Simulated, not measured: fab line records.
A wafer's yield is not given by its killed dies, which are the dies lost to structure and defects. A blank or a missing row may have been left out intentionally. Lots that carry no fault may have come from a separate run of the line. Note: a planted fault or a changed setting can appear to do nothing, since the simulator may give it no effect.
Chamber matching | flow rit_cmos | RIT_ACTIVE_CLEAN_15 on wet_bench-02 has 3 sister chambers
The step cleans in SC1, time 600 s. 16 wafers are shown with their chamber, then 8 later ones without.

== WAFERS PAIRED WITH THEIR CHAMBERS ==
wafer  | chamber | bath_heat_duty_pct (%) | bath_guard_temp_C (C)
L787.1 | 3       | 14.0                   | 74.6
L787.3 | 3       | 14.4                   | 74.5
L787.4 | 3       | 14.5                   | 74.8
L791.1 | 2       | 13.6                   | 74.4
L791.4 | 2       | 13.7                   | 74.7
L791.5 | 2       | 12.9                   | 74.2
L795.1 | 0       | 15.3                   | 74.7
L795.2 | 0       | 14.9                   | 74.8
L795.4 | 0       | 16.3                   | 75.2
L803.1 | 3       | 15.1                   | 74.4
L803.2 | 3       | 13.5                   | 74.6
L803.3 | 3       | 14.1                   | 74.4
L805.1 | 0       | 16.0                   | 75.2
L805.3 | 0       | 14.9                   | 75.0
L805.6 | 0       | 14.5                   | 74.7
L806.4 | 3       | 12.8                   | 74.5

SIGNATURES (averages over the wafers above)
reading            | chamber 0 | chamber 2 | chamber 3 | scatter within a chamber
bath_heat_duty_pct | 15.317    | 13.400    | 14.057    | 0.686
bath_guard_temp_C  | 74.933    | 74.433    | 74.543    | 0.199
Rule: a wafer lies at a distance from a chamber equal to the root of the sum of squares, over the readings, of (its reading less the chamber's mean, divided by the reading's scatter). The wafer belongs to the nearest chamber; if the next one is less than 2 further off, it can't be placed. The scatter is the square root of a quotient: the sum, over the shown wafers, of each reading's squared deviation from its chamber's mean, divided by wafers minus chambers.

== WAFERS MISSING THEIR CHAMBER ==
wafer  | bath_heat_duty_pct (%) | bath_guard_temp_C (C)
L806.5 | 13.6                   | 74.3
L806.6 | 15.0                   | 74.4
L807.2 | 12.1                   | 74.5
L807.3 | 12.6                   | 74.7
L807.6 | 12.5                   | 74.4
L809.2 | 13.0                   | 74.7
L809.5 | 12.8                   | 74.2
L809.6 | 12.1                   | 74.4

== EACH ONE'S CHAMBER ==
wafer  | from the rows above          | in truth
L806.5 | can't be placed: 2 or 3      | 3
L806.6 | can't be placed: 3 or 2 or 0 | 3
L807.2 | can't be placed: 2 or 3      | 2
L807.3 | can't be placed: 2 or 3      | 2
L807.6 | can't be placed: 2 or 3      | 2
L809.2 | can't be placed: 2 or 3      | 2
L809.5 | can't be placed: 2 or 3      | 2
L809.6 | can't be placed: 2 or 3      | 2
Correctly placed: 0 of 8. Cannot be placed on the basis of these rows: 8; the candidates contain the true chamber in 8. Number placed wrongly: 0.
